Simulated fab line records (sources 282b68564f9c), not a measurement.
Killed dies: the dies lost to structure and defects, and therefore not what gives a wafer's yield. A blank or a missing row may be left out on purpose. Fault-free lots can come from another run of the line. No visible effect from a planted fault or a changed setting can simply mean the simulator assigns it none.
Which of the tools did it? / flow rit_cmos / 42 wafers from 14 lots sampled at 6 of the route's 202 steps

== WHAT THE GAUGES SHOWED, per wafer ==
RIT_PSD_OVL_MEAS_06.
lot=L850; measured=day 3 03:29; on=overlay-02; PSD_OVL (nm)=-1.0 -0.9 -3.8
lot=L851; measured=day 3 05:25; on=overlay-02; PSD_OVL (nm)=1.5 0.4 1.4
lot=L852; measured=day 3 12:01; on=overlay-01; PSD_OVL (nm)=-2.6 -2.9 -1.7
lot=L853; measured=day 3 15:26; on=overlay-01; PSD_OVL (nm)=-1.4 -0.1 0.3
lot=L855; measured=day 4 01:54; on=overlay-02; PSD_OVL (nm)=0.7 0.7 0.5
lot=L856; measured=day 4 05:29; on=overlay-02; PSD_OVL (nm)=0.4 2.1 0.5
lot=L857; measured=day 4 12:04; on=overlay-02; PSD_OVL (nm)=0.8 0.4 0.0
lot=L858; measured=day 4 16:17; on=overlay-02; PSD_OVL (nm)=-1.3 -1.3 -1.5
lot=L859; measured=day 4 22:32; on=overlay-01; PSD_OVL (nm)=-3.6 -2.9 -3.1
lot=L861; measured=day 5 08:02; on=overlay-02; PSD_OVL (nm)=0.1 -1.2 -2.3
lot=L862; measured=day 5 12:05; on=overlay-02; PSD_OVL (nm)=-1.6 -3.3 -1.9
lot=L864; measured=day 5 23:06; on=overlay-02; PSD_OVL (nm)=-0.8 -1.4 -2.2
lot=L870; measured=day 7 05:51; on=overlay-01; PSD_OVL (nm)=-0.3 0.0 0.2
lot=L872; measured=day 7 14:03; on=overlay-02; PSD_OVL (nm)=0.1 -0.7 -0.3

RIT_SDANNEAL_RS_MEAS_07: a four-point-probe measurement.
lot=L850; measured=day 3 04:52; on=film_metro-02; NLDD_RS (ohm/sq)=150.9 151.4 151.2
lot=L851; measured=day 3 06:46; on=film_metro-02; NLDD_RS (ohm/sq)=151.4 151.6 151.4
lot=L852; measured=day 3 13:23; on=film_metro-02; NLDD_RS (ohm/sq)=151.6 152.1 152.4
lot=L853; measured=day 3 16:50; on=film_metro-03; NLDD_RS (ohm/sq)=152.1 151.8 151.7
lot=L855; measured=day 4 03:16; on=film_metro-01; NLDD_RS (ohm/sq)=152.3 151.3 151.9
lot=L856; measured=day 4 06:56; on=film_metro-01; NLDD_RS (ohm/sq)=152.1 152.1 152.5
lot=L857; measured=day 4 13:29; on=film_metro-02; NLDD_RS (ohm/sq)=151.6 151.8 152.1
lot=L858; measured=day 4 17:41; on=film_metro-02; NLDD_RS (ohm/sq)=150.7 151.0 149.9
lot=L859; measured=day 4 23:55; on=film_metro-03; NLDD_RS (ohm/sq)=151.6 150.6 151.5
lot=L861; measured=day 5 09:25; on=film_metro-03; NLDD_RS (ohm/sq)=152.4 152.1 151.8
lot=L862; measured=day 5 13:26; on=film_metro-01; NLDD_RS (ohm/sq)=151.9 151.7 151.5
lot=L864; measured=day 6 00:27; on=film_metro-03; NLDD_RS (ohm/sq)=152.1 151.8 151.9
lot=L870; measured=day 7 07:13; on=film_metro-03; NLDD_RS (ohm/sq)=151.3 152.0 152.2
lot=L872; measured=day 7 15:29; on=film_metro-01; NLDD_RS (ohm/sq)=151.0 151.3 151.3

RIT_SILICIDE_RS_MEAS_02: a four-point-probe measurement.
lot=L850; measured=day 3 05:10; on=film_metro-03; SILICIDE_TI_RS (ohm/sq)=45.7 45.1 45.4
lot=L851; measured=day 3 07:03; on=film_metro-04; SILICIDE_TI_RS (ohm/sq)=45.0 45.1 44.7
lot=L852; measured=day 3 13:40; on=film_metro-01; SILICIDE_TI_RS (ohm/sq)=45.7 45.1 45.4
lot=L853; measured=day 3 17:07; on=film_metro-04; SILICIDE_TI_RS (ohm/sq)=46.2 46.3 45.7
lot=L855; measured=day 4 03:34; on=film_metro-03; SILICIDE_TI_RS (ohm/sq)=45.8 46.0 46.5
lot=L856; measured=day 4 07:13; on=film_metro-04; SILICIDE_TI_RS (ohm/sq)=46.4 46.2 46.3
lot=L857; measured=day 4 13:46; on=film_metro-03; SILICIDE_TI_RS (ohm/sq)=46.4 46.5 47.0
lot=L858; measured=day 4 17:58; on=film_metro-04; SILICIDE_TI_RS (ohm/sq)=45.4 44.7 45.9
lot=L859; measured=day 5 00:12; on=film_metro-04; SILICIDE_TI_RS (ohm/sq)=44.2 44.5 44.5
lot=L861; measured=day 5 09:43; on=film_metro-01; SILICIDE_TI_RS (ohm/sq)=46.7 47.3 47.2
lot=L862; measured=day 5 13:43; on=film_metro-04; SILICIDE_TI_RS (ohm/sq)=45.1 194.3 45.2
lot=L864; measured=day 6 00:44; on=film_metro-04; SILICIDE_TI_RS (ohm/sq)=45.4 45.3 199.5
lot=L870; measured=day 7 07:29; on=film_metro-01; SILICIDE_TI_RS (ohm/sq)=47.2 46.4 46.1
lot=L872; measured=day 7 15:46; on=film_metro-03; SILICIDE_TI_RS (ohm/sq)=46.8 46.5 46.4

RIT_SILICIDE_THK_MEAS_03: measures by xrf.
lot=L850; measured=day 3 05:16; on=film_metro-03; SILICIDE_TI_THK (nm)=31.4 31.7 31.8
lot=L851; measured=day 3 07:10; on=film_metro-04; SILICIDE_TI_THK (nm)=32.0 31.8 32.0
lot=L852; measured=day 3 13:47; on=film_metro-01; SILICIDE_TI_THK (nm)=31.7 32.1 31.9
lot=L853; measured=day 3 17:14; on=film_metro-04; SILICIDE_TI_THK (nm)=31.2 31.1 31.5
lot=L855; measured=day 4 03:40; on=film_metro-03; SILICIDE_TI_THK (nm)=31.3 31.2 31.0
lot=L856; measured=day 4 07:19; on=film_metro-04; SILICIDE_TI_THK (nm)=31.1 31.2 31.0
lot=L857; measured=day 4 13:52; on=film_metro-03; SILICIDE_TI_THK (nm)=31.1 31.0 30.8
lot=L858; measured=day 4 18:05; on=film_metro-04; SILICIDE_TI_THK (nm)=31.4 32.0 31.3
lot=L859; measured=day 5 00:18; on=film_metro-04; SILICIDE_TI_THK (nm)=32.5 32.1 32.4
lot=L861; measured=day 5 09:49; on=film_metro-01; SILICIDE_TI_THK (nm)=31.3 30.8 30.9
lot=L862; measured=day 5 13:50; on=film_metro-04; SILICIDE_TI_THK (nm)=31.7 10.4 31.9
lot=L864; measured=day 6 00:51; on=film_metro-04; SILICIDE_TI_THK (nm)=31.9 31.8 10.2
lot=L870; measured=day 7 07:37; on=film_metro-01; SILICIDE_TI_THK (nm)=31.0 31.4 31.3
lot=L872; measured=day 7 15:52; on=film_metro-03; SILICIDE_TI_THK (nm)=30.6 30.8 30.8

== WHICH TOOL RAN EACH LOT (tool, then ch and the chambers of the sampled wafers, then the start) ==
lot=L850; RIT_GATE_STRIP_20=plasma_asher-01 ch 0,1, day 2 16:11; RIT_SILICIDE_SPUTTER_01=pvd_sputter-01, day 3 04:58
lot=L851; RIT_GATE_STRIP_20=plasma_asher-02 ch 0,1, day 2 18:09; RIT_SILICIDE_SPUTTER_01=pvd_sputter-03, day 3 06:54
lot=L852; RIT_GATE_STRIP_20=plasma_asher-01 ch 0,1, day 3 01:01; RIT_SILICIDE_SPUTTER_01=pvd_sputter-01, day 3 13:31
lot=L853; RIT_GATE_STRIP_20=plasma_asher-03 ch 0,1, day 3 04:26; RIT_SILICIDE_SPUTTER_01=pvd_sputter-04, day 3 16:58
lot=L855; RIT_GATE_STRIP_20=plasma_asher-02 ch 0,1, day 3 14:42; RIT_SILICIDE_SPUTTER_01=pvd_sputter-04, day 4 03:23
lot=L856; RIT_GATE_STRIP_20=plasma_asher-01 ch 0,1, day 3 18:23; RIT_SILICIDE_SPUTTER_01=pvd_sputter-01, day 4 07:02
lot=L857; RIT_GATE_STRIP_20=plasma_asher-02 ch 0,1, day 4 00:50; RIT_SILICIDE_SPUTTER_01=pvd_sputter-04, day 4 13:35
lot=L858; RIT_GATE_STRIP_20=plasma_asher-02 ch 0,1, day 4 04:46; RIT_SILICIDE_SPUTTER_01=pvd_sputter-01, day 4 17:48
lot=L859; RIT_GATE_STRIP_20=plasma_asher-01 ch 0,1, day 4 10:51; RIT_SILICIDE_SPUTTER_01=pvd_sputter-01, day 5 00:01
lot=L861; RIT_GATE_STRIP_20=plasma_asher-01 ch 0,1, day 4 19:59; RIT_SILICIDE_SPUTTER_01=pvd_sputter-04, day 5 09:32
lot=L862; RIT_GATE_STRIP_20=plasma_asher-02 ch 0,1, day 5 00:23; RIT_SILICIDE_SPUTTER_01=pvd_sputter-01, day 5 13:34
lot=L864; RIT_GATE_STRIP_20=plasma_asher-01 ch 0,1, day 5 11:58; RIT_SILICIDE_SPUTTER_01=pvd_sputter-01, day 6 00:35
lot=L870; RIT_GATE_STRIP_20=plasma_asher-01 ch 0,1, day 6 18:24; RIT_SILICIDE_SPUTTER_01=pvd_sputter-04, day 7 07:20
lot=L872; RIT_GATE_STRIP_20=plasma_asher-01 ch 0,1, day 7 02:37; RIT_SILICIDE_SPUTTER_01=pvd_sputter-04, day 7 15:35
- RIT_GATE_STRIP_20: strips in O2, time 180 s.
- RIT_SILICIDE_SPUTTER_01: material Ti, target thk 30 nm, time 240 s.

== AS READ BY THE TOOLS THEMSELVES (means over the sampled wafers that have a number; for cases with no such wafer, the mark the record gives instead) ==
RIT_GATE_STRIP_20.
lot=L850; tool=plasma_asher-01; drypump_motor_current_A (A)=5.69
lot=L851; tool=plasma_asher-02; drypump_motor_current_A (A)=5.73
lot=L852; tool=plasma_asher-01; drypump_motor_current_A (A)=5.68
lot=L853; tool=plasma_asher-03; drypump_motor_current_A (A)=5.67
lot=L855; tool=plasma_asher-02; drypump_motor_current_A (A)=5.74
lot=L856; tool=plasma_asher-01; drypump_motor_current_A (A)=5.70
lot=L857; tool=plasma_asher-02; drypump_motor_current_A (A)=5.60
lot=L858; tool=plasma_asher-02; drypump_motor_current_A (A)=5.60
lot=L859; tool=plasma_asher-01; drypump_motor_current_A (A)=5.71
lot=L861; tool=plasma_asher-01; drypump_motor_current_A (A)=5.68
lot=L862; tool=plasma_asher-02; drypump_motor_current_A (A)=5.73
lot=L864; tool=plasma_asher-01; drypump_motor_current_A (A)=5.68
lot=L870; tool=plasma_asher-01; drypump_motor_current_A (A)=5.70
lot=L872; tool=plasma_asher-01; drypump_motor_current_A (A)=5.69

RIT_SILICIDE_SPUTTER_01.
lot=L850; tool=pvd_sputter-01; throttle_valve_pct (%)=30.2
lot=L851; tool=pvd_sputter-03; throttle_valve_pct (%)=30.0
lot=L852; tool=pvd_sputter-01; throttle_valve_pct (%)=29.7
lot=L853; tool=pvd_sputter-04; throttle_valve_pct (%)=29.7
lot=L855; tool=pvd_sputter-04; throttle_valve_pct (%)=28.8
lot=L856; tool=pvd_sputter-01; throttle_valve_pct (%)=29.9
lot=L857; tool=pvd_sputter-04; throttle_valve_pct (%)=28.8
lot=L858; tool=pvd_sputter-01; throttle_valve_pct (%)=29.4
lot=L859; tool=pvd_sputter-01; throttle_valve_pct (%)=30.3
lot=L861; tool=pvd_sputter-04; throttle_valve_pct (%)=30.5
lot=L862; tool=pvd_sputter-01; throttle_valve_pct (%)=29.3
lot=L864; tool=pvd_sputter-01; throttle_valve_pct (%)=29.5
lot=L870; tool=pvd_sputter-04; throttle_valve_pct (%)=30.9
lot=L872; tool=pvd_sputter-04; throttle_valve_pct (%)=30.5

== THE ANSWER, worked out from the rows above alone ==
Rule: the usual values come from the lots themselves. Put in order of their means at a reading, lots are off if they are a third of the lots or fewer, leave a main group of 4 or more, and stand apart from it by a gap of 3 or more times the standard deviation of the main group's means; of several such gaps the widest counts. Not used: any main group whose means are identical at the precision the tables above print for the reading. A lot without any number at a reading at which 4 lots or more have one is off too. Any other lot the step has rows for is counted as sound. First the gauges in route order, then the tools' own readings, where a lot's mean is used as printed above. At the first step where some lot is off, the reading lying furthest off is the one used; lots without a number count as furthest.
Off: L862, L864, seen at RIT_SILICIDE_RS_MEAS_02 (SILICIDE_TI_RS). Main group: mean 45.9 ohm/sq, sd 0.76.
A tool fits if, at a process step before that reading, it ran every lot that is off, and no sound lot after the first of them. Gauges at RIT_SILICIDE_RS_MEAS_02: tried the same way as those tools. 2 tools fit, pvd_sputter-01 at RIT_SILICIDE_SPUTTER_01 and film_metro-04 at RIT_SILICIDE_RS_MEAS_02, so this cannot tell which one it is.

== WHAT THE SIMULATOR PUT IN ==
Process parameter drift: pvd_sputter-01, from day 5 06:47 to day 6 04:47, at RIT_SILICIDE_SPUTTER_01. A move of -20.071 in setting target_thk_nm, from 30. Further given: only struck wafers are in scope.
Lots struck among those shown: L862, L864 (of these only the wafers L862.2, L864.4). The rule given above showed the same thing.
